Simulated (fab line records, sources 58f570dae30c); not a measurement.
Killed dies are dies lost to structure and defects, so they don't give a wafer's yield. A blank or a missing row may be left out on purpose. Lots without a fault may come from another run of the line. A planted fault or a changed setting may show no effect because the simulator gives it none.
Which tool did it? | flow berkeley_cmos170 | 7 lots, 21 wafers sampled, at 3 steps of a route of 331

WHAT THE GAUGES READ, wafer by wafer
UCB170_NLDD_TW_MEAS_11.
lot  | measured     | on            | NLDD_TW
L352 | day 7 19:35  | film_metro-01 | 2218 2218 2200
L354 | day 8 18:10  | film_metro-03 | 2222 2224 2229
L356 | day 9 08:52  | film_metro-01 | 2230 2221 2224
L363 | day 10 20:41 | film_metro-03 | 30 30 30
L367 | day 12 05:48 | film_metro-04 | 2229 2249 2241
L371 | day 12 21:26 | film_metro-03 | 2227 2218 2222
L373 | day 12 20:59 | film_metro-01 | 2239 2221 2223

WHICH TOOL RAN EACH LOT (tool, then ch and the chambers of the sampled wafers, then the start)
lot  | UCB170_PWELL_STRIP_16               | UCB170_NLDD_DEVELOP_05
L352 | plasma_asher-03 ch 0,1, day 3 21:00 | litho_track-04 ch 0, day 7 18:00
L354 | plasma_asher-01 ch 0,1, day 4 11:37 | litho_track-04 ch 0, day 8 17:00
L356 | plasma_asher-03 ch 0,1, day 4 20:26 | litho_track-02 ch 0, day 9 08:00
L363 | plasma_asher-04 ch 0,1, day 6 06:34 | litho_track-02 ch 0, day 10 20:00
L367 | plasma_asher-01 ch 0,1, day 7 03:48 | litho_track-04 ch 0, day 12 05:00
L371 | plasma_asher-04 ch 0,1, day 8 01:41 | litho_track-04 ch 0, day 12 20:00
L373 | plasma_asher-03 ch 0,1, day 8 11:01 | litho_track-03 ch 0, day 12 20:00
- UCB170_PWELL_STRIP_16: strips in O2.
- UCB170_NLDD_DEVELOP_05: develop time 45 s.

THE ANSWER, worked out from the rows above alone
Rule: what is usual is taken from the lots themselves. Put in order of their means at a reading, lots are off if they are a third of the lots or fewer, leave a main group of 4 or more, and stand apart from it by a gap of 3 or more times the standard deviation of the main group's means; of several such gaps the widest counts. A main group whose means are all the same, to the digits that the tables above print for the reading, isn't used. A lot without any number at a reading at which 4 lots or more have one is off too. The other lots that the step has rows for count as sound.
Off: L363, at UCB170_NLDD_TW_MEAS_11 (NLDD_TW). The main group: mean 2225, standard deviation 8.1.
A tool fits if, at a process step before that reading, it ran every lot that is off, and no sound lot after the first of them. The gauges at UCB170_NLDD_TW_MEAS_11 are tried like those tools. One fits: litho_track-02 at UCB170_NLDD_DEVELOP_05. Its last sound lot is L356 (day 9 08:00), its first lot that is off L363 (day 10 20:00): a fault that began between those two fits.

WHAT THE SIMULATOR HAD PUT IN
Process parameter drift: litho_track-02, from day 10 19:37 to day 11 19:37, at UCB170_NLDD_DEVELOP_05. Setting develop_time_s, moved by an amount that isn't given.
Lots struck among those shown: L363. The rule above found the same.
